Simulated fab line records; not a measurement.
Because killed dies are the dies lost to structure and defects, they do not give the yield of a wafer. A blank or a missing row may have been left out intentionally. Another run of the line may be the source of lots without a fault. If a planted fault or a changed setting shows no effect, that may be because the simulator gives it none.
What tool caused it? || flow berkeley_cmos170 || 14 lots, 42 wafers sampled, at 5 steps of a route of 331

## WHAT EACH GAUGE READ, for each wafer
UCB170_PFIELD_OVL_MEAS_06. Usual: PFIELD_OVL gives 2 nm (standard deviation 5.3).
{"lot": "L301", "measured": "day 5 13:58", "on": "overlay-01", "PFIELD_OVL (nm)": "5 5 8", "flag": ""}
{"lot": "L302", "measured": "day 5 14:17", "on": "overlay-01", "PFIELD_OVL (nm)": "9 -3 2", "flag": ""}
{"lot": "L303", "measured": "day 5 14:30", "on": "overlay-01", "PFIELD_OVL (nm)": "-3 -8 -2", "flag": ""}
{"lot": "L305", "measured": "day 6 02:20", "on": "overlay-02", "PFIELD_OVL (nm)": "3 4 6", "flag": ""}
{"lot": "L309", "measured": "day 6 11:13", "on": "overlay-01", "PFIELD_OVL (nm)": "2 1 5", "flag": ""}
{"lot": "L308", "measured": "day 6 11:47", "on": "overlay-02", "PFIELD_OVL (nm)": "4 0 1", "flag": ""}
{"lot": "L311", "measured": "day 6 21:58", "on": "overlay-01", "PFIELD_OVL (nm)": "9 4 7", "flag": ""}
{"lot": "L312", "measured": "day 6 22:41", "on": "overlay-01", "PFIELD_OVL (nm)": "11 9 12", "flag": ""}
{"lot": "L315", "measured": "day 7 15:12", "on": "overlay-02", "PFIELD_OVL (nm)": "-3 -3 2", "flag": ""}
{"lot": "L317", "measured": "day 8 13:01", "on": "overlay-02", "PFIELD_OVL (nm)": "-1 0 2", "flag": ""}
{"lot": "L321", "measured": "day 8 18:10", "on": "overlay-01", "PFIELD_OVL (nm)": "6 4 6", "flag": ""}
{"lot": "L320", "measured": "day 8 18:16", "on": "overlay-02", "PFIELD_OVL (nm)": "-5 -5 2", "flag": ""}
{"lot": "L324", "measured": "day 9 08:20", "on": "overlay-02", "PFIELD_OVL (nm)": "10 10 9", "flag": ""}
{"lot": "L323", "measured": "day 9 08:55", "on": "overlay-02", "PFIELD_OVL (nm)": "1 3 -2", "flag": ""}

UCB170_SACOX_THK_MEAS_02. Usual: SACOX_OXIDE_THK gives 14.15 nm (standard deviation 0.29).
{"lot": "L301", "measured": "day 6 13:28", "on": "film_metro-01", "SACOX_OXIDE_THK (nm)": "14.10 14.17 14.12", "flag": ""}
{"lot": "L302", "measured": "day 6 13:30", "on": "film_metro-01", "SACOX_OXIDE_THK (nm)": "14.18 14.24 14.50", "flag": ""}
{"lot": "L303", "measured": "day 6 13:29", "on": "film_metro-02", "SACOX_OXIDE_THK (nm)": "14.17 13.92 14.26", "flag": ""}
{"lot": "L305", "measured": "day 7 00:34", "on": "film_metro-01", "SACOX_OXIDE_THK (nm)": "13.99 13.63 13.90", "flag": ""}
{"lot": "L309", "measured": "day 7 10:33", "on": "film_metro-01", "SACOX_OXIDE_THK (nm)": "14.24 14.23 14.28", "flag": ""}
{"lot": "L308", "measured": "day 7 10:34", "on": "film_metro-02", "SACOX_OXIDE_THK (nm)": "14.15 14.32 14.42", "flag": ""}
{"lot": "L311", "measured": "day 7 17:41", "on": "film_metro-01", "SACOX_OXIDE_THK (nm)": "13.66 13.64 13.36", "flag": ""}
{"lot": "L312", "measured": "day 7 17:41", "on": "film_metro-02", "SACOX_OXIDE_THK (nm)": "13.62 13.29 13.85", "flag": ""}
{"lot": "L315", "measured": "day 8 10:32", "on": "film_metro-04", "SACOX_OXIDE_THK (nm)": "14.40 14.10 14.26", "flag": ""}
{"lot": "L317", "measured": "day 9 11:49", "on": "film_metro-02", "SACOX_OXIDE_THK (nm)": "13.91 14.13 13.93", "flag": ""}
{"lot": "L321", "measured": "day 9 18:59", "on": "film_metro-02", "SACOX_OXIDE_THK (nm)": "14.70 14.65 14.32", "flag": ""}
{"lot": "L320", "measured": "day 9 19:04", "on": "film_metro-02", "SACOX_OXIDE_THK (nm)": "14.17 14.13 14.22", "flag": ""}
{"lot": "L324", "measured": "day 10 04:29", "on": "film_metro-04", "SACOX_OXIDE_THK (nm)": "14.52 14.27 13.99", "flag": ""}
{"lot": "L323", "measured": "day 10 04:34", "on": "film_metro-04", "SACOX_OXIDE_THK (nm)": "14.26 14.55 14.51", "flag": ""}

UCB170_NVT_TW_MEAS_09. Usual: NVT_TW gives 524 (standard deviation 5.3).
{"lot": "L301", "measured": "day 6 23:43", "on": "film_metro-03", "NVT_TW": "532 532 530", "flag": ""}
{"lot": "L302", "measured": "day 7 01:20", "on": "film_metro-03", "NVT_TW": "530 526 527", "flag": ""}
{"lot": "L303", "measured": "day 7 00:47", "on": "film_metro-03", "NVT_TW": "530 531 532", "flag": ""}
{"lot": "L305", "measured": "day 7 13:22", "on": "film_metro-03", "NVT_TW": "529 532 528", "flag": ""}
{"lot": "L309", "measured": "day 7 22:23", "on": "film_metro-03", "NVT_TW": "473 475 474 473 473 474", "flag": "OFF"}
{"lot": "L308", "measured": "day 7 22:38", "on": "film_metro-03", "NVT_TW": "531 529 531", "flag": ""}
{"lot": "L311", "measured": "day 8 07:53", "on": "film_metro-02", "NVT_TW": "525 522 520", "flag": ""}
{"lot": "L312", "measured": "day 8 06:53", "on": "film_metro-02", "NVT_TW": "465 465 466 466 465 467", "flag": "OFF"}
{"lot": "L315", "measured": "day 8 22:49", "on": "film_metro-02", "NVT_TW": "524 522 522", "flag": ""}
{"lot": "L317", "measured": "day 10 01:35", "on": "film_metro-01", "NVT_TW": "521 519 518", "flag": ""}
{"lot": "L321", "measured": "day 10 06:53", "on": "film_metro-02", "NVT_TW": "520 521 521", "flag": ""}
{"lot": "L320", "measured": "day 10 07:13", "on": "film_metro-03", "NVT_TW": "530 527 528", "flag": ""}
{"lot": "L324", "measured": "day 10 19:24", "on": "film_metro-02", "NVT_TW": "520 518 522", "flag": ""}
{"lot": "L323", "measured": "day 10 19:11", "on": "film_metro-03", "NVT_TW": "531 527 527", "flag": ""}

## WHICH TOOL RAN EACH LOT (tool, then ch and the chambers of the sampled wafers, then the start)
{"lot": "L301", "UCB170_ACTIVE_SOFTBAKE_09": "litho_track-04 ch 0, day 5 07:30", "UCB170_NVT_IMPLANT_07": "implanter-01 ch 0, day 6 23:31"}
{"lot": "L302", "UCB170_ACTIVE_SOFTBAKE_09": "litho_track-02 ch 0, day 5 07:59", "UCB170_NVT_IMPLANT_07": "implanter-01 ch 0, day 7 01:06"}
{"lot": "L303", "UCB170_ACTIVE_SOFTBAKE_09": "litho_track-03 ch 0, day 5 08:14", "UCB170_NVT_IMPLANT_07": "implanter-03 ch 0, day 7 00:33"}
{"lot": "L305", "UCB170_ACTIVE_SOFTBAKE_09": "litho_track-04 ch 0, day 5 18:36", "UCB170_NVT_IMPLANT_07": "implanter-03 ch 0, day 7 13:07"}
{"lot": "L309", "UCB170_ACTIVE_SOFTBAKE_09": "litho_track-02 ch 0, day 6 08:26", "UCB170_NVT_IMPLANT_07": "implanter-01 ch 0, day 7 22:08"}
{"lot": "L308", "UCB170_ACTIVE_SOFTBAKE_09": "litho_track-03 ch 0, day 6 08:30", "UCB170_NVT_IMPLANT_07": "implanter-04 ch 0, day 7 22:25"}
{"lot": "L311", "UCB170_ACTIVE_SOFTBAKE_09": "litho_track-04 ch 0, day 6 19:40", "UCB170_NVT_IMPLANT_07": "implanter-04 ch 0, day 8 07:41"}
{"lot": "L312", "UCB170_ACTIVE_SOFTBAKE_09": "litho_track-03 ch 0, day 6 19:40", "UCB170_NVT_IMPLANT_07": "implanter-01 ch 0, day 8 06:41"}
{"lot": "L315", "UCB170_ACTIVE_SOFTBAKE_09": "litho_track-04 ch 0, day 7 11:16", "UCB170_NVT_IMPLANT_07": "implanter-04 ch 0, day 8 22:32"}
{"lot": "L317", "UCB170_ACTIVE_SOFTBAKE_09": "litho_track-04 ch 0, day 8 07:35", "UCB170_NVT_IMPLANT_07": "implanter-03 ch 0, day 10 01:21"}
{"lot": "L321", "UCB170_ACTIVE_SOFTBAKE_09": "litho_track-03 ch 0, day 8 14:04", "UCB170_NVT_IMPLANT_07": "implanter-03 ch 0, day 10 06:38"}
{"lot": "L320", "UCB170_ACTIVE_SOFTBAKE_09": "litho_track-02 ch 0, day 8 14:28", "UCB170_NVT_IMPLANT_07": "implanter-04 ch 0, day 10 06:59"}
{"lot": "L324", "UCB170_ACTIVE_SOFTBAKE_09": "litho_track-02 ch 0, day 9 05:53", "UCB170_NVT_IMPLANT_07": "implanter-03 ch 0, day 10 19:10"}
{"lot": "L323", "UCB170_ACTIVE_SOFTBAKE_09": "litho_track-04 ch 0, day 9 06:11", "UCB170_NVT_IMPLANT_07": "implanter-03 ch 0, day 10 18:58"}
- UCB170_ACTIVE_SOFTBAKE_09: time 62.57 s.
- UCB170_NVT_IMPLANT_07

## AS READ BY THE TOOLS THEMSELVES (means over the sampled wafers that have a number; for cases with no such wafer, the mark the record gives instead)
UCB170_ACTIVE_SOFTBAKE_09. Usual: chill_plate_temp_C 23.02 C, standard deviation 0.11; plate_sensor_t_centre_C 131.41 C, standard deviation 0.011; plate_sensor_t_edge_C 131.53 C, standard deviation 0.0097.
{"lot": "L301", "tool": "litho_track-04", "chill_plate_temp_C (C)": 23.08, "plate_sensor_t_centre_C (C)": 131.40, "plate_sensor_t_edge_C (C)": 131.53, "flag": ""}
{"lot": "L302", "tool": "litho_track-02", "chill_plate_temp_C (C)": 22.85, "plate_sensor_t_centre_C (C)": 131.41, "plate_sensor_t_edge_C (C)": 131.54, "flag": ""}
{"lot": "L303", "tool": "litho_track-03", "chill_plate_temp_C (C)": 23.05, "plate_sensor_t_centre_C (C)": 131.41, "plate_sensor_t_edge_C (C)": 131.53, "flag": ""}
{"lot": "L305", "tool": "litho_track-04", "chill_plate_temp_C (C)": 23.03, "plate_sensor_t_centre_C (C)": 131.41, "plate_sensor_t_edge_C (C)": 131.53, "flag": ""}
{"lot": "L309", "tool": "litho_track-02", "chill_plate_temp_C (C)": 23.18, "plate_sensor_t_centre_C (C)": 131.41, "plate_sensor_t_edge_C (C)": 131.52, "flag": ""}
{"lot": "L308", "tool": "litho_track-03", "chill_plate_temp_C (C)": 23.07, "plate_sensor_t_centre_C (C)": 131.40, "plate_sensor_t_edge_C (C)": 131.53, "flag": ""}
{"lot": "L311", "tool": "litho_track-04", "chill_plate_temp_C (C)": 23.09, "plate_sensor_t_centre_C (C)": 131.42, "plate_sensor_t_edge_C (C)": 131.54, "flag": ""}
{"lot": "L312", "tool": "litho_track-03", "chill_plate_temp_C (C)": 23.07, "plate_sensor_t_centre_C (C)": 131.41, "plate_sensor_t_edge_C (C)": 131.54, "flag": ""}
{"lot": "L315", "tool": "litho_track-04", "chill_plate_temp_C (C)": 22.77, "plate_sensor_t_centre_C (C)": 131.41, "plate_sensor_t_edge_C (C)": 131.53, "flag": ""}
{"lot": "L317", "tool": "litho_track-04", "chill_plate_temp_C (C)": 23.02, "plate_sensor_t_centre_C (C)": 131.40, "plate_sensor_t_edge_C (C)": 131.53, "flag": ""}
{"lot": "L321", "tool": "litho_track-03", "chill_plate_temp_C (C)": 22.81, "plate_sensor_t_centre_C (C)": 131.41, "plate_sensor_t_edge_C (C)": 131.53, "flag": ""}
{"lot": "L320", "tool": "litho_track-02", "chill_plate_temp_C (C)": 23.03, "plate_sensor_t_centre_C (C)": 131.40, "plate_sensor_t_edge_C (C)": 131.53, "flag": ""}
{"lot": "L324", "tool": "litho_track-02", "chill_plate_temp_C (C)": 22.93, "plate_sensor_t_centre_C (C)": 131.41, "plate_sensor_t_edge_C (C)": 131.53, "flag": ""}
{"lot": "L323", "tool": "litho_track-04", "chill_plate_temp_C (C)": 23.02, "plate_sensor_t_centre_C (C)": 131.41, "plate_sensor_t_edge_C (C)": 131.54, "flag": ""}

UCB170_NVT_IMPLANT_07. Usual: beam_energy_keV 49.999, standard deviation 0.015; beam_on_s 10.02 s, standard deviation 0.2; dose_ions_cm2 3.039e+12, standard deviation 3.1e+09.
{"lot": "L301", "tool": "implanter-01", "beam_energy_keV": 49.977, "beam_on_s (s)": 10.19, "dose_ions_cm2": 3.037e+12, "flag": ""}
{"lot": "L302", "tool": "implanter-01", "beam_energy_keV": 49.997, "beam_on_s (s)": 10.06, "dose_ions_cm2": 3.040e+12, "flag": ""}
{"lot": "L303", "tool": "implanter-03", "beam_energy_keV": 49.987, "beam_on_s (s)": 9.85, "dose_ions_cm2": 3.037e+12, "flag": ""}
{"lot": "L305", "tool": "implanter-03", "beam_energy_keV": 50.011, "beam_on_s (s)": 9.99, "dose_ions_cm2": 3.042e+12, "flag": ""}
{"lot": "L309", "tool": "implanter-01", "beam_energy_keV": 32.501, "beam_on_s (s)": 10.16, "dose_ions_cm2": 3.037e+12, "flag": "OFF"}
{"lot": "L308", "tool": "implanter-04", "beam_energy_keV": 50.001, "beam_on_s (s)": 9.89, "dose_ions_cm2": 3.042e+12, "flag": ""}
{"lot": "L311", "tool": "implanter-04", "beam_energy_keV": 49.998, "beam_on_s (s)": 10.04, "dose_ions_cm2": 3.042e+12, "flag": ""}
{"lot": "L312", "tool": "implanter-01", "beam_energy_keV": 32.515, "beam_on_s (s)": 9.99, "dose_ions_cm2": 3.042e+12, "flag": "OFF"}
{"lot": "L315", "tool": "implanter-04", "beam_energy_keV": 49.983, "beam_on_s (s)": 9.81, "dose_ions_cm2": 3.041e+12, "flag": ""}
{"lot": "L317", "tool": "implanter-03", "beam_energy_keV": 50.003, "beam_on_s (s)": 10.24, "dose_ions_cm2": 3.038e+12, "flag": ""}
{"lot": "L321", "tool": "implanter-03", "beam_energy_keV": 50.011, "beam_on_s (s)": 9.89, "dose_ions_cm2": 3.042e+12, "flag": ""}
{"lot": "L320", "tool": "implanter-04", "beam_energy_keV": 49.988, "beam_on_s (s)": 9.96, "dose_ions_cm2": 3.039e+12, "flag": ""}
{"lot": "L324", "tool": "implanter-03", "beam_energy_keV": 49.991, "beam_on_s (s)": 9.88, "dose_ions_cm2": 3.041e+12, "flag": ""}
{"lot": "L323", "tool": "implanter-03", "beam_energy_keV": 50.005, "beam_on_s (s)": 9.86, "dose_ions_cm2": 3.035e+12, "flag": ""}

## THE ANSWER, worked out from the rows above alone
Rule: lot off if the mean of its wafers having a number is beyond 3 standard deviations from the usual mean. A lot without any number at a reading at which 4 lots or more have one is off too. Any other lot the step has rows for is counted as sound. Order of review: gauges by route order, followed by the tools' own readings, for which a lot's mean as printed above is used. At the first step where some lot is off, the reading lying furthest off is the one used; lots without a number count as furthest.
Off: L309, L312, seen at UCB170_NVT_TW_MEAS_09 (NVT_TW).
If a tool, at a process step before that reading, ran all the lots that are off and no sound lot after the first of them, it fits. The gauges at UCB170_NVT_TW_MEAS_09 aren't tried: what is off there is off at UCB170_NVT_IMPLANT_07 too, on other tools, and a gauge's error can't cause that. One fits: UCB170_NVT_IMPLANT_07 on implanter-01. Its last sound lot is L302 (day 7 01:06), its first lot that is off L309 (day 7 22:08): a fault that began between those two fits.
On the lots that are off, the tool's own readings at UCB170_NVT_IMPLANT_07 differ by more than 5 times the standard deviation of the sound lots' means, which bears it out; beam_energy_keV reads 32.508 there versus 49.996 on the sound lots.

## WHAT THE SIMULATOR PUT IN
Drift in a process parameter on implanter-01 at UCB170_NVT_IMPLANT_07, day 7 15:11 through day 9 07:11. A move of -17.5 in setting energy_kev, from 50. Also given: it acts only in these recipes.
Shown lots that were struck: L309, L312. Same finding as the rule above.
